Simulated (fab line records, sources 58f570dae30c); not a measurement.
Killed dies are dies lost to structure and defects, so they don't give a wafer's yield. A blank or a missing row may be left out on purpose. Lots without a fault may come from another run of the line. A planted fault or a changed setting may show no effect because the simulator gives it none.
Problem report in the 8D (eight disciplines) form, filled by code | flow berkeley_cmos170 | the parts of the form that need people (team, actions taken, sign-off) are left out

1. THE PROBLEM
wafer_temp_C_max at UCB170_SILICIDE_RTA_04 reads a mean of 649.0 on 3 wafers of 2 lots; wafers without a fault read 652.8 with a standard deviation of 0.85. That is -4.5 standard deviations from the usual mean.
The step: time 15 s.
First seen on wafer L977.6, day 9 06:09, on rtp_anneal-02. The record holds 39 wafers of 14 lots with a number at this step. Rule for "out", or "out of limits": more than 4 standard deviations from the usual mean. The other wafers with a number count as sound.

2. WHAT IT IS AND WHAT IT IS NOT
question                    | is                     | is not
which readings at this step | wafer_temp_C_max       | lamp_power_pct
which lots                  | L977, L979             | L965, L966, L967, L968, L969, L970, L971, L972, L973, L974, L978, L986
which wafers of those lots  | all that have a number | -
read on which tools         | rtp_anneal-02          | rtp_anneal-01
when                        | from day 9 06:09       | up to then (30 sound wafers); but 6 sound wafers of L974, L986 came after

3. SUSPECTS, AND WHAT RULES EACH OUT
Counting: a tool at a process step up to the reading stays a suspect if it ran every lot that is out and no sound lot after the first of them.
- rtp_anneal-02 at UCB170_SILICIDE_RTA_04 (time 15 s): kept. It ran every lot that is out, first L977 (day 9 06:09), and no sound lot after that; its last sound lot up to then is L978 (day 9 05:01). Its own readings are out on those wafers: wafer_temp_C_max.
Left after counting: rtp_anneal-02 at UCB170_SILICIDE_RTA_04.

4. THE CAUSE (what the simulator had put in)
Process parameter drift: rtp_anneal-02, from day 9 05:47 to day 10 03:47, at UCB170_SILICIDE_RTA_04. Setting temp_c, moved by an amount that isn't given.
Counting left only this tool.

5. THE CHAIN OF EFFECTS, in route order
Each row: a reading whose mean over the struck wafers that have a number lies more than 3 standard deviations from the usual. Only readings for which the record gives a usual standard deviation are gone through. hours: the time from each lot's start at the first step in this table that gives one to its start at this step, as a median over the lots. sigmas: the change in usual standard deviations.
hours | step                   | reading          | usual | on struck wafers | change | sigmas
0     | UCB170_SILICIDE_RTA_04 | wafer_temp_C_max | 652.8 | 649.0            | -3.8   | -4.5
The process steps in it:
- UCB170_SILICIDE_RTA_04: time 15 s.

6. WHAT WOULD HAVE CAUGHT IT SOONER
In this record the first reading out of limits was taken at day 9 06:09, 0 hours after the fault began at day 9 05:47.
